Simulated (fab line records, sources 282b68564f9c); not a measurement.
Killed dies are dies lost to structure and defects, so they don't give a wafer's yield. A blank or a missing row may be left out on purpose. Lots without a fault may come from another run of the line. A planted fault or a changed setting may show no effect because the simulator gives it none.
Which tool did it? | flow rit_cmos | 7 lots, 21 wafers sampled, at 2 steps of a route of 202

WHAT THE GAUGES READ, wafer by wafer
RIT_CONTACT_OVL_MEAS_09.
lot  | measured    | on         | CONTACT_OVL (nm)
L498 | day 3 08:35 | overlay-01 | -1.0 -0.7 -2.0
L501 | day 4 01:05 | overlay-01 | 1.4 1.4 1.7
L504 | day 4 17:32 | overlay-01 | 0.0 -0.8 -0.3
L509 | day 5 19:52 | overlay-02 | 239.8 241.1 238.9
L512 | day 6 17:15 | overlay-02 | 238.2 237.3 238.3
L514 | day 6 23:29 | overlay-01 | 1.2 0.5 -0.7
L519 | day 7 19:17 | overlay-01 | -1.7 -2.2 -2.3

WHICH TOOL RAN EACH LOT (tool, then ch and the chambers of the sampled wafers, then the start)
lot  | RIT_CONTACT_EXPOSE_05
L498 | iline_stepper-02 ch 0, day 3 07:56
L501 | iline_stepper-02 ch 0, day 4 00:27
L504 | iline_stepper-02 ch 0, day 4 16:54
L509 | iline_stepper-01 ch 0, day 5 19:14
L512 | iline_stepper-01 ch 0, day 6 16:38
L514 | iline_stepper-02 ch 0, day 6 22:52
L519 | iline_stepper-02 ch 0, day 7 18:41
- RIT_CONTACT_EXPOSE_05: exposes mask M11, target cd 1000 nm.

THE ANSWER, worked out from the rows above alone
Rule: what is usual is taken from the lots themselves. Put in order of their means at a reading, lots are off if they are a third of the lots or fewer, leave a main group of 4 or more, and stand apart from it by a gap of 3 or more times the standard deviation of the main group's means; of several such gaps the widest counts. A main group whose means are all the same, to the digits that the tables above print for the reading, isn't used. A lot without any number at a reading at which 4 lots or more have one is off too. The other lots that the step has rows for count as sound.
Off: L509, L512, at RIT_CONTACT_OVL_MEAS_09 (CONTACT_OVL). The main group: mean -0.4 nm, standard deviation 1.2.
A tool fits if, at a process step before that reading, it ran every lot that is off, and no sound lot after the first of them. The gauges at RIT_CONTACT_OVL_MEAS_09 are tried like those tools. Can't be told from this: 2 tools fit, iline_stepper-01 at RIT_CONTACT_EXPOSE_05, overlay-02 at RIT_CONTACT_OVL_MEAS_09.

WHAT THE SIMULATOR HAD PUT IN
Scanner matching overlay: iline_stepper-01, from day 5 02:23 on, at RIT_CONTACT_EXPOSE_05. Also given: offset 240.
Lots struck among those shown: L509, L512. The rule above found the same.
